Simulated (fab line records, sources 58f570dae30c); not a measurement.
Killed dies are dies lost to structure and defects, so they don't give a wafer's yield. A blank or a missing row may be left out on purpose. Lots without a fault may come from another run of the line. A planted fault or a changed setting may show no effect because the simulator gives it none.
A sampling plan put to the test | flow berkeley_cmos170 | one fab line, 32 faults that these records tell of, each judged on the records of the lots that it struck
The plan is the line's own looks: the steps of the route at which a gauge or an inspection reads the wafer and doesn't change it. A look can be judged if struck wafers have a number there and the file gives its usual mean and standard deviation on fault-free wafers. Caught: at a look after the fault's first step, the mean of the struck wafers lies 4 or more of those standard deviations (sigma) from the usual mean. On the tool: the same test on the tool's own readings at the fault's steps. Another recipe on the struck wafers, or a record that is blank for them alone, also counts as caught.

THE FAULTS, as the simulator had put them in
1. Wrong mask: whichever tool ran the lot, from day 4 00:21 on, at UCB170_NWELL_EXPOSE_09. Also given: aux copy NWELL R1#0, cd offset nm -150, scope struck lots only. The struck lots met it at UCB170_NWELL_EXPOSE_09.
2. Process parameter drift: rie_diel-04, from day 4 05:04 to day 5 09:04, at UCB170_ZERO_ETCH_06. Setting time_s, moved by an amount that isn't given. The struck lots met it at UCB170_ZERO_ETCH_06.
3. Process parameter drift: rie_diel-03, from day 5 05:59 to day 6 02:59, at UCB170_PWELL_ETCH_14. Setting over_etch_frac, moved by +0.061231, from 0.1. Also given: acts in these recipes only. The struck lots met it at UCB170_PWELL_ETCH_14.
4. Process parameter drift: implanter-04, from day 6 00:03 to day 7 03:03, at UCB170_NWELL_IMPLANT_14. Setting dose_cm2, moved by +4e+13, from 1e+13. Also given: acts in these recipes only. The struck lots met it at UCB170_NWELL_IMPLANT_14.
5. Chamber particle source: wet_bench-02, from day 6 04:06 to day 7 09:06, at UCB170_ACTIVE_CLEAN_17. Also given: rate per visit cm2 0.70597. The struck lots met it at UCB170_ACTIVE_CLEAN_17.
6. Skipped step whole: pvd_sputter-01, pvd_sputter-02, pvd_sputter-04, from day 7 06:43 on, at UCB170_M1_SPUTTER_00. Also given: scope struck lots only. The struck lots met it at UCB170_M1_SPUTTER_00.
7. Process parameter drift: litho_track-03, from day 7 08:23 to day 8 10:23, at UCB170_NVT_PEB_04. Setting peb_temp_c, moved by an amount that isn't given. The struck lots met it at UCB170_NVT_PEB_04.
8. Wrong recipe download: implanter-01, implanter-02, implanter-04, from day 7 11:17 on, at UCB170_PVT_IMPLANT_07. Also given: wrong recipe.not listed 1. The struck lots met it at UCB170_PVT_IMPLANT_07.
9. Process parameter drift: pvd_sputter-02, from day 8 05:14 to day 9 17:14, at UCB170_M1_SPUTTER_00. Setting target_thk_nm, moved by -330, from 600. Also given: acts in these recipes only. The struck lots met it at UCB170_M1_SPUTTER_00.
10. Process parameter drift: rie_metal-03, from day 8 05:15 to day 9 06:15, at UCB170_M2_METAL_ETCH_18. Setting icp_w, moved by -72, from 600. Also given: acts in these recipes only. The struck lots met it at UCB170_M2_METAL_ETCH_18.
11. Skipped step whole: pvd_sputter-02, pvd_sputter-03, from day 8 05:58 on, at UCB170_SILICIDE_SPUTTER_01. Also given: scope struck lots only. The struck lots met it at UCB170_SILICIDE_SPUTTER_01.
12. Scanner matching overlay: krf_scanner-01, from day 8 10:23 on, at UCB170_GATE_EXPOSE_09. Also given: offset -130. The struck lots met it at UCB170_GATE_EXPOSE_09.
13. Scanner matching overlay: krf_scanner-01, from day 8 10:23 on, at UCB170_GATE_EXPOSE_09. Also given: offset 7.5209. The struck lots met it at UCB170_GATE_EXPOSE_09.
14. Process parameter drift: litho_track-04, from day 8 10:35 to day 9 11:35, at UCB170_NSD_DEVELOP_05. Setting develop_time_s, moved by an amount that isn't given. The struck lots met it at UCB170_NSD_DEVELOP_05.
15. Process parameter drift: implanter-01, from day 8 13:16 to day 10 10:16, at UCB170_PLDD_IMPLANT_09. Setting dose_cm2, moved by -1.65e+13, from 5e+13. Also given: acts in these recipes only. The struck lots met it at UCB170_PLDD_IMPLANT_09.
16. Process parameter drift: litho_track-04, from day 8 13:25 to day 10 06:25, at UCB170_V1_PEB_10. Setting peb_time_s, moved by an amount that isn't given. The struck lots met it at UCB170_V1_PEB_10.
17. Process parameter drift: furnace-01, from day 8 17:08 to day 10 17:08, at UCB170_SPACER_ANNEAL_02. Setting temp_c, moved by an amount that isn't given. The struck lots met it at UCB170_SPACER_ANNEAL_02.
18. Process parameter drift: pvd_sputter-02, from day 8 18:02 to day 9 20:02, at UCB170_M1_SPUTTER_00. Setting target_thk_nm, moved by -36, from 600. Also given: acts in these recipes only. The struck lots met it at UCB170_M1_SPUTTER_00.
19. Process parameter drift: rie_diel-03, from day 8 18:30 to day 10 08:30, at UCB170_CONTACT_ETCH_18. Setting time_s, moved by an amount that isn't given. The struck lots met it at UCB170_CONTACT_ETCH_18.
20. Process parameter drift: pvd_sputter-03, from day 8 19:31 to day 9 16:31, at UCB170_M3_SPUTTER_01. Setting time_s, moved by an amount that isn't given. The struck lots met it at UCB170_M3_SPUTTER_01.
21. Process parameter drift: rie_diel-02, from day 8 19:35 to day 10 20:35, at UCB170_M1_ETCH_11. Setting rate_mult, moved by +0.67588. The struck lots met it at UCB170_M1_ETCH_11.
22. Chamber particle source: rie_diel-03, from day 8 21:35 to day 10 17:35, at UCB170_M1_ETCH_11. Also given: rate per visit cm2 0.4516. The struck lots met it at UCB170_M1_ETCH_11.
23. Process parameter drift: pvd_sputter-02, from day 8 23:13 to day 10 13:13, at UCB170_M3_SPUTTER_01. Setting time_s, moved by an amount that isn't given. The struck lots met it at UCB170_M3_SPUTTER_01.
24. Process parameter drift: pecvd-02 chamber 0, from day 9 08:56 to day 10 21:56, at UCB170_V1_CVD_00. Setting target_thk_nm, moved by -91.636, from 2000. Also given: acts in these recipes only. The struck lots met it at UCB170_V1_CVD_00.
25. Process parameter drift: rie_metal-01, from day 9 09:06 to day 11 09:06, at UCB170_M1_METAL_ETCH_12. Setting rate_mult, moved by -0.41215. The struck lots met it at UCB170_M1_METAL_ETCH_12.
26. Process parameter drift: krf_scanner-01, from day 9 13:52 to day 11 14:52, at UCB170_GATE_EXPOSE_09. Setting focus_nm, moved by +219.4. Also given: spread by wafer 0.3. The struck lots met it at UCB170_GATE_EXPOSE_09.
27. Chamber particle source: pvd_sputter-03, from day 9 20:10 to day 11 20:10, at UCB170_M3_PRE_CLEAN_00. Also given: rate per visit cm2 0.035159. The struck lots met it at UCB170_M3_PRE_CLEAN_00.
28. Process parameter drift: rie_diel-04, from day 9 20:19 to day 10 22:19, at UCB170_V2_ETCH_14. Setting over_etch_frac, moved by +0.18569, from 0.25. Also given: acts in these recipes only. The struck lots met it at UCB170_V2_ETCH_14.
29. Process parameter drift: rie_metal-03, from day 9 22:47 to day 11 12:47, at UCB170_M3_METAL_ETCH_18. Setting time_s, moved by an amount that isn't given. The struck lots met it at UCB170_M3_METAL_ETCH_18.
30. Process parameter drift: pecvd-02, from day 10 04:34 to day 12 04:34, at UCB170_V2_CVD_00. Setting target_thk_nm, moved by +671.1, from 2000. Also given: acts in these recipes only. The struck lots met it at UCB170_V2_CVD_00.
31. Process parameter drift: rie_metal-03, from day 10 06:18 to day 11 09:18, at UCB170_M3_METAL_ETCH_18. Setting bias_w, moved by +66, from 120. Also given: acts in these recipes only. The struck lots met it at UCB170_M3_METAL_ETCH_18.
32. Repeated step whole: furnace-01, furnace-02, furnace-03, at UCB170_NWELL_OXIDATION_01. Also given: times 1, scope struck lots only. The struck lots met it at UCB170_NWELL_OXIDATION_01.

WHAT THE PLAN SAW
fault | on the tool itself                               | first look that catches it                      | reading, sigma                                        | median hours from its first step to that look | hours from the fault's start to the first struck lot there | judged looks passed uncaught
1     | under 2 sigma                                    | not the one look that can be judged after it    | -                                                     | -                                             | -                                                          | 1
2     | oes_product_au +47 sigma                         | none of the 2 looks that can be judged after it | -                                                     | -                                             | -                                                          | 2
3     | only faintly: oes_product_au -2.2 sigma          | no look after it can be judged                  | -                                                     | -                                             | -                                                          | 0
4     | dose_ions_cm2 +99 or beyond sigma                | UCB170_NWELL_TW_MEAS_16                         | NWELL_TW +99 or beyond                                | 0.2                                           | 3                                                          | 0
5     | under 2 sigma                                    | not the one look that can be judged after it    | -                                                     | -                                             | -                                                          | 1
6     | the tool's record is blank for the struck wafers | no look after it can be judged                  | -                                                     | -                                             | -                                                          | 0
7     | heater_power_total_W -65 sigma                   | not the one look that can be judged after it    | -                                                     | -                                             | -                                                          | 1
8     | under 2 sigma                                    | UCB170_PVT_TW_MEAS_09                           | PVT_TW -99 or beyond                                  | 0.2                                           | 0                                                          | 0
9     | under 2 sigma                                    | UCB170_M1_RS_MEAS_01                            | M1_AL_RS +99 or beyond                                | 0.1                                           | 5                                                          | 0
10    | rf_fwd_power_W -42 sigma                         | not the one look that can be judged after it    | -                                                     | -                                             | -                                                          | 1
11    | the tool's record is blank for the struck wafers | no look after it can be judged                  | -                                                     | -                                             | -                                                          | 0
12    | no reading that can be judged                    | UCB170_GATE_OVL_MEAS_13                         | GATE_OVL -25                                          | 0.5                                           | 11                                                         | 0
13    | under 2 sigma                                    | no look after it can be judged                  | -                                                     | -                                             | -                                                          | 0
14    | under 2 sigma                                    | UCB170_NSD_TW_MEAS_10                           | NSD_TW -99 or beyond                                  | 0.9                                           | 7                                                          | 0
15    | dose_ions_cm2 -99 or beyond sigma                | UCB170_PLDD_TW_MEAS_11                          | PLDD_TW -13                                           | 0.2                                           | 11                                                         | 0
16    | under 2 sigma                                    | UCB170_V1_CD_MEAS_12                            | cd_nm +9.1                                            | 0.3                                           | 5                                                          | 0
17    | spike_tc_centre_C -20 sigma                      | no look after it can be judged                  | -                                                     | -                                             | -                                                          | 0
18    | under 2 sigma                                    | UCB170_M1_RS_MEAS_01                            | M1_AL_RS +6.1                                         | 0.1                                           | 8                                                          | 0
19    | run_length_s -66 sigma                           | no look after it can be judged                  | -                                                     | -                                             | -                                                          | 0
20    | under 2 sigma                                    | UCB170_M3_RS_MEAS_02                            | M3_AL_RS +12                                          | 0.1                                           | 5                                                          | 0
21    | oes_product_au +17 sigma                         | not the one look that can be judged after it    | strongest: cd_nm at UCB170_M1_CD_MEAS_90, -2.0        | -                                             | -                                                          | 1
22    | under 2 sigma                                    | none of the 2 looks that can be judged after it | -                                                     | -                                             | -                                                          | 2
23    | under 2 sigma                                    | not the one look that can be judged after it    | strongest: M3_AL_RS at UCB170_M3_RS_MEAS_02, -3.1     | -                                             | -                                                          | 1
24    | under 2 sigma                                    | not the one look that can be judged after it    | strongest: V1_TEOS_THK at UCB170_V1_THK_MEAS_01, -3.5 | -                                             | -                                                          | 1
25    | oes_product_au -9.0 sigma                        | UCB170_M1_CD_MEAS_90                            | cd_nm +6.0                                            | 0.2                                           | 6                                                          | 0
26    | exposure_dose_mJ_cm2 -5.4 sigma                  | none of the 2 looks that can be judged after it | strongest: cd_nm at UCB170_GATE_CD_MEAS_12, -3.6      | -                                             | -                                                          | 2
27    | no reading that can be judged                    | no look after it can be judged                  | -                                                     | -                                             | -                                                          | 0
28    | oes_product_au -5.3 sigma                        | no look after it can be judged                  | -                                                     | -                                             | -                                                          | 0
29    | run_length_s -99 or beyond sigma                 | UCB170_M3_CD_MEAS_90                            | cd_nm +8.2                                            | 0.3                                           | 1                                                          | 0
30    | under 2 sigma                                    | UCB170_V2_THK_MEAS_01                           | V2_TEOS_THK +23                                       | 0.2                                           | 3                                                          | 0
31    | bias_w +99 or beyond sigma                       | no look after it can be judged                  | -                                                     | -                                             | -                                                          | 0
32    | no reading that can be judged                    | UCB170_NWELL_THK_MEAS_02                        | NWELL_OXIDE_THK +32                                   | 4.0                                           | -                                                          | 0
A dash: the fault isn't caught, or these records don't give the number.

Caught at a look: 13 of 32. Caught on the tool: 15 of 32. By one or the other: 24 of 32.
Caught on the tool alone: faults 2, 6, 7, 10, 11, 17, 19, 21, 26, 28, 31.
Caught at a look alone: faults 8, 9, 12, 14, 16, 18, 20, 30, 32.
Caught by neither: faults 1, 3, 5, 13, 22, 23, 24, 27.

THINNER SAMPLING
If the look that catches a fault measured only every second or every third lot, by lot number, the first struck lot would be measured this late in the worst case:
fault | struck lots at that look, in order of time | every lot | every second lot | every third lot
4     | L448, L447                                 | 3 h       | 3 h              | may miss all 2
8     | L214, L212, L213, L215                     | 0 h       | 1 h              | 1 h
9     | L142, L147                                 | 5 h       | 20 h             | may miss all 2
12    | L292, L293                                 | 11 h      | 24 h             | may miss all 2
14    | L957, L960                                 | 7 h       | 18 h             | may miss all 2
15    | L863, L865                                 | 11 h      | may miss all 2   | may miss all 2
16    | L670, L672                                 | 5 h       | may miss all 2   | may miss all 2
18    | L649, L651                                 | 8 h       | may miss all 2   | may miss all 2
20    | L375, L376                                 | 5 h       | 9 h              | may miss all 2
25    | L901, L903                                 | 6 h       | may miss all 2   | may miss all 2
29    | L476, L480, L481                           | 1 h       | 28 h             | 28 h
30    | L224, L226                                 | 3 h       | may miss all 2   | may miss all 2
Hours are from the fault's start to the first struck lot that is measured. The limit of 4 sigma was tested on all struck wafers together, so one lot alone may lie under it. Other struck lots may not be in these records.

THE LONGEST TIMED WAY FROM STEP TO LOOK
Fault 32: a median of 4.0 hours passes between UCB170_NWELL_OXIDATION_01 and UCB170_NWELL_THK_MEAS_02. No look between them can be judged.
